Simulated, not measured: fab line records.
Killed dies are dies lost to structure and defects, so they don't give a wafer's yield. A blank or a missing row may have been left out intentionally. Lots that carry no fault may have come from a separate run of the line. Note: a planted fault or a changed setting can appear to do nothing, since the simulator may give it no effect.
Comparing a struck lot with a sound one | flow rit-cmos | 21 steps out of a route of 202
Sound: wafers L261.2, L261.3, L261.4. Struck: wafers L265.1, L265.5, L265.6. At the end, the cause is stated.
At each step with rows: each side's tool, then ch and its chambers, then its first start. Under that, the readings that differ: sound wafers | struck wafers | difference of the means | sigmas: that difference in standard deviations of wafers without a fault.
alike: words and numbers the same on both sides, and readings whose means are apart by under 2 such deviations; not compared: readings that were withheld, readings missing a value for some wafer, numbers with overlapping values and no deviation given by the record, and bounds like >300 which may hide the same value.
Wherever a step has rows on one side only, a row that says differs or no value, or a row with sigmas, the two part there. Numbers that don't overlap but have no deviation are shown without sigmas and don't part them. A reading missing from all wafers of one side parts the sides only when that side holds two or more wafers.

RIT_GATE_CD_MEAS_16 targets a cd of 150 nm.
  struck on cd-sem-02, day 5 00:02; sound on cd-sem-02, day 4 04:29
  alike: cd-nm
RIT_GATE_OVL_MEAS_17:
  struck on overlay-02, day 5 00:09; sound on overlay-02, day 4 04:35
  alike: GATE_OVL
then, 1 step without rows for these wafers: RIT_GATE_HARDBAKE_18 (time 60 s).
RIT_GATE_ETCH_19: etches poly-Si in SF6/CHF3/O2, stops on SiO2, time 165 s, target depth 312.5 nm.
  sound on rie-si-01 ch 0,2,3, day 4 04:57; struck on rie-si-01 ch 0,3, day 5 00:20
  alike: drypump-motor-current-A, oes-product-au, throttle-valve-pct
  not compared: rf-hours-counter-h
RIT_GATE_STRIP_20: strips in O2, time 180 s.
  sound on plasma-asher-04 ch 0,1, day 4 05:04; struck on plasma-asher-04 ch 0,1, day 5 00:26
  alike: drypump-motor-current-A
  not compared: rf-hours-counter-h
RIT_GATE_CD_MEAS_90 targets a cd of 150 nm.
  struck on cd-sem-01, day 5 00:37; sound on cd-sem-01, day 4 05:16
  alike: cd-nm
then, 4 steps without rows for these wafers: RIT_REOX_CLEAN_00 (cleans in SC1, time 600 s); RIT_REOX_CLEAN_01 (cleans in dHF, time 30 s); RIT_REOX_CLEAN_02 (cleans in SC2, time 600 s); RIT_REOX_OXIDATION_03 (target thk 25.2 nm, ox time 5580 s).
RIT_REOX_THK_MEAS_04:
  struck on film-metro-04, day 5 04:14; sound on film-metro-03, day 4 08:52
  alike: REOX_OXIDE_THK
then, 1 step without rows for these wafers: RIT_NLDD_HMDS_00 (prime time 60 s).
RIT_NLDD_COAT_01: resist thk 1000 nm.
  sound on litho-track-02 ch 0, day 4 09:06; struck on litho-track-02 ch 0, day 5 04:28
  reading                                   | sound          | struck         | difference | sigmas
  model.NOVOLAK_of_NLDD_COAT_01.thk-nm (nm) | 1002 1001 1000 | 1015 1011 1012 | +12        |
  alike: chill-plate-temp-C
then, 4 steps without rows for these wafers: RIT_NLDD_SOFTBAKE_02 (time 60 s); RIT_NLDD_EXPOSE_03 (exposes mask M7, target cd 40700 nm); RIT_NLDD_PEB_04; RIT_NLDD_DEVELOP_05 (develop time 50 s).
RIT_NLDD_OVL_MEAS_06:
  struck on overlay-01, day 5 05:23; sound on overlay-02, day 4 09:47
  alike: NLDD_OVL
RIT_NLDD_HARDBAKE_07: time 60 s.
  sound on litho-track-03 ch 0, day 4 10:03; struck on litho-track-03 ch 0, day 5 05:29
  reading                                   | sound           | struck          | difference | sigmas
  model.NOVOLAK_of_NLDD_COAT_01.thk-nm (nm) | 885.2 885 883.9 | 896.8 893.3 894 | +10.0      |
  alike: chill-plate-temp-C
then, 1 step without rows for these wafers: RIT_NLDD_IMPLANT_08.
RIT_M1_PROBE_99:
  struck on prober-02, day 5 20:42; sound on prober-01, day 5 01:35
  alike: killed-at-contacts, killed-at-front-end, killed-dies, killed-open, killed-short

WHERE THEY PART
Nowhere in this record.

WHY: what the simulator had put in
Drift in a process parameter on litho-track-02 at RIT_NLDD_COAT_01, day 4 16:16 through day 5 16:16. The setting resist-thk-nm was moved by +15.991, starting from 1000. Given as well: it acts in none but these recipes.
